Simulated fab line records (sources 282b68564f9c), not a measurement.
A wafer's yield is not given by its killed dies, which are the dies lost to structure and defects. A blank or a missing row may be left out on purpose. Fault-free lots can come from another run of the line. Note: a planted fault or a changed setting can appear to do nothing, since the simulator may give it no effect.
Which tool was responsible? :: flow ritCmos :: 39 wafers from 13 lots sampled at 2 of the route's 202 steps

== WHAT EACH GAUGE READ, for each wafer ==
Not one reading of a measure or inspect step in the record can be checked against a usual standard deviation.

== WHAT TOOL EACH LOT RAN ON (gives the tool, then ch and the chambers of the sampled wafers, and finally the start) ==
lot: L906
RIT_SILICIDE_WET_ETCH_00: wetBench-03 ch 0, day 3 18:05
RIT_M1_PROBE_99: -

lot: L907
RIT_SILICIDE_WET_ETCH_00: wetBench-03 ch 3, day 3 20:43
RIT_M1_PROBE_99: -

lot: L909
RIT_SILICIDE_WET_ETCH_00: wetBench-01 ch 0, day 4 09:59
RIT_M1_PROBE_99: -

lot: L910
RIT_SILICIDE_WET_ETCH_00: wetBench-03 ch 0, day 4 12:58
RIT_M1_PROBE_99: prober-02, day 4 20:11

lot: L911
RIT_SILICIDE_WET_ETCH_00: wetBench-01 ch 2, day 4 23:49
RIT_M1_PROBE_99: -

lot: L912
RIT_SILICIDE_WET_ETCH_00: wetBench-02 ch 2, day 5 01:55
RIT_M1_PROBE_99: -

lot: L919
RIT_SILICIDE_WET_ETCH_00: wetBench-01 ch 1, day 7 01:48
RIT_M1_PROBE_99: -

lot: L920
RIT_SILICIDE_WET_ETCH_00: wetBench-01 ch 3, day 7 03:37
RIT_M1_PROBE_99: -

lot: L923
RIT_SILICIDE_WET_ETCH_00: wetBench-02 ch 1, day 7 21:04
RIT_M1_PROBE_99: prober-01, day 8 03:58

lot: L924
RIT_SILICIDE_WET_ETCH_00: wetBench-02 ch 3, day 7 23:06
RIT_M1_PROBE_99: -

lot: L926
RIT_SILICIDE_WET_ETCH_00: wetBench-01 ch 2, day 8 04:05
RIT_M1_PROBE_99: -

lot: L925
RIT_SILICIDE_WET_ETCH_00: wetBench-01 ch 3, day 8 05:37
RIT_M1_PROBE_99: -

lot: L927
RIT_SILICIDE_WET_ETCH_00: wetBench-03 ch 3, day 8 09:41
RIT_M1_PROBE_99: -
- RIT_SILICIDE_WET_ETCH_00: etches SiO2 in BOE, target depth 14 nm, time 15 s.
- RIT_M1_PROBE_99

== WHAT THE TOOLS THEMSELVES READ (means of the sampled wafers that have a number; where no wafer has one, the mark that the record gives instead) ==
RIT_M1_PROBE_99. Usual: killedAtContacts 0.0, standard deviation 0.2; killedAtFrontEnd 7.0, standard deviation 2.8; killedDies 7.0, standard deviation 2.8; killedOpen 3.4, standard deviation 1.9; killedShort 3.6, standard deviation 2.
lot: L910
tool: prober-02
killedAtContacts: 0.0
killedAtFrontEnd: 32.7
killedDies: 32.7
killedOpen: 2.7
killedShort: 3.0
flag: OFF

lot: L923
tool: prober-01
killedAtContacts: 0.0
killedAtFrontEnd: 6.3
killedDies: 6.3
killedOpen: 4.0
killedShort: 2.3
flag: 

== THE ANSWER, worked out from the rows above alone ==
Rule: a lot counts as off when the mean over its wafers that have a number is more than 3 standard deviations away from the usual mean. Also off: a lot with no number at a reading for which 4 or more lots have one. All remaining lots with rows at the step are treated as sound. After the gauges, taken in route order, come the tools' own readings; for these a lot's mean is taken, as printed above. At the first step where some lot is off, the reading lying furthest off is the one used; lots without a number count as furthest.
Off: L910, at RIT_M1_PROBE_99 (killedAtFrontEnd). Neither off nor sound, because the step has no rows for them: L906, L907, L909, L911, L912, L919, L920, L924, L926, L925, L927.
If a tool, at that step or one of the process steps before it, ran each lot that is off and ran no sound lot following the first of them, it fits. Can't be told from this: 2 tools fit, wetBench-03 at RIT_SILICIDE_WET_ETCH_00, prober-02 at RIT_M1_PROBE_99.

== WHAT THE SIMULATOR HAD PUT IN ==
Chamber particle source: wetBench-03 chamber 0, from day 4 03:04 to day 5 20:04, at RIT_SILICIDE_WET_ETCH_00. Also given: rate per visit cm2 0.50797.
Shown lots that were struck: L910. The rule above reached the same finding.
